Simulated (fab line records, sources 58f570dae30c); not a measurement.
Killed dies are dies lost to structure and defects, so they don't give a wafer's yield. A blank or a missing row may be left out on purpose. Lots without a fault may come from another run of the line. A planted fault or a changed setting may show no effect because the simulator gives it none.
Split-lot experiment | flow berkeley_cmos170 | 5 lots, 23 wafers read, on a route of 331 steps

THE SPLIT
At UCB170_SACOX_OXIDATION_01 (target thk 14.4 nm, ox time 2400 s), the setting temp_c was moved away from the recipe's 900 C on 15 of the 23 wafers read, by -1.2% to +2.9%. The other wafers ran this setting at the recipe's value.

The file shows no step between the split and the reading.

THE READING
SACOX_OXIDE_THK, in nm, at UCB170_SACOX_THK_MEAS_02. Fault-free wafers of this fab line usually give 14.41 nm, standard deviation 0.25 nm.

wafer  | tool, chamber at the split | temp_c as run, C | against the recipe | SACOX_OXIDE_THK, nm | against lot-mates on the recipe
L075.1 | -, -                       | 888.9            | -1.2%              | 12.83               | no lot-mate on the recipe
L075.2 | -, -                       | 888.9            | -1.2%              | 12.74               | no lot-mate on the recipe
L075.3 | -, -                       | 888.9            | -1.2%              | 12.75               | no lot-mate on the recipe
L075.4 | -, -                       | 888.9            | -1.2%              | 12.77               | no lot-mate on the recipe
L075.6 | -, -                       | 888.9            | -1.2%              | 12.93               | no lot-mate on the recipe
L077.1 | -, -                       | 909.9            | +1.1%              | 16.34               | no lot-mate on the recipe
L077.2 | -, -                       | 909.9            | +1.1%              | 16.19               | no lot-mate on the recipe
L077.3 | -, -                       | 909.9            | +1.1%              | 16.36               | no lot-mate on the recipe
L077.5 | -, -                       | 909.9            | +1.1%              | 16.19               | no lot-mate on the recipe
L077.6 | -, -                       | 909.9            | +1.1%              | 16.28               | no lot-mate on the recipe
L080.1 | -, -                       | 926.1            | +2.9%              | 18.96               | no lot-mate on the recipe
L080.3 | -, -                       | 926.1            | +2.9%              | 18.83               | no lot-mate on the recipe
L080.4 | -, -                       | 926.1            | +2.9%              | 18.91               | no lot-mate on the recipe
L080.5 | -, -                       | 926.1            | +2.9%              | 18.58               | no lot-mate on the recipe
L080.6 | -, -                       | 926.1            | +2.9%              | 18.71               | no lot-mate on the recipe
L081.1 | -, -                       | 900              | recipe             | 14.67               | -
L081.2 | -, -                       | 900              | recipe             | 14.71               | -
L081.3 | -, -                       | 900              | recipe             | 14.67               | -
L081.4 | -, -                       | 900              | recipe             | 14.84               | -
L081.6 | -, -                       | 900              | recipe             | 14.73               | -
L082.1 | furnace-02, 0              | 900              | recipe             | 14.28               | -
L082.2 | furnace-02, 0              | 900              | recipe             | 14.09               | -
L082.5 | furnace-02, 0              | 900              | recipe             | 14.18               | -

THE FIT
A straight line over all 23 wafers: SACOX_OXIDE_THK changes by +1.46 nm for each +1% of temp_c; r = +1.00; the points scatter about the line by 0.2 nm.
Too few moved wafers have a lot-mate on the recipe to fit a line with each lot's own level taken away.

THE WHOLE CHAIN: every reading that the file lists as answering this split, in the file's order
step                      | what it does                       | reading                                                                            | change (the file's fit)              | r (the file's)
UCB170_SACOX_OXIDATION_01 | target thk 14.4 nm, ox time 2400 s | SiO2_of_SACOX_OXIDATION_01.thk_nm (the simulator's own value, which no gauge read) | +1.46 nm for each +1% of the setting | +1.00
UCB170_SACOX_THK_MEAS_02  |                                    | SACOX_OXIDE_THK                                                                    | +1.46 for each +1% of the setting    | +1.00

THE FILE'S OWN FIT
SACOX_OXIDE_THK changes by +1.46 nm for each +1% of temp_c, r = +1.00.
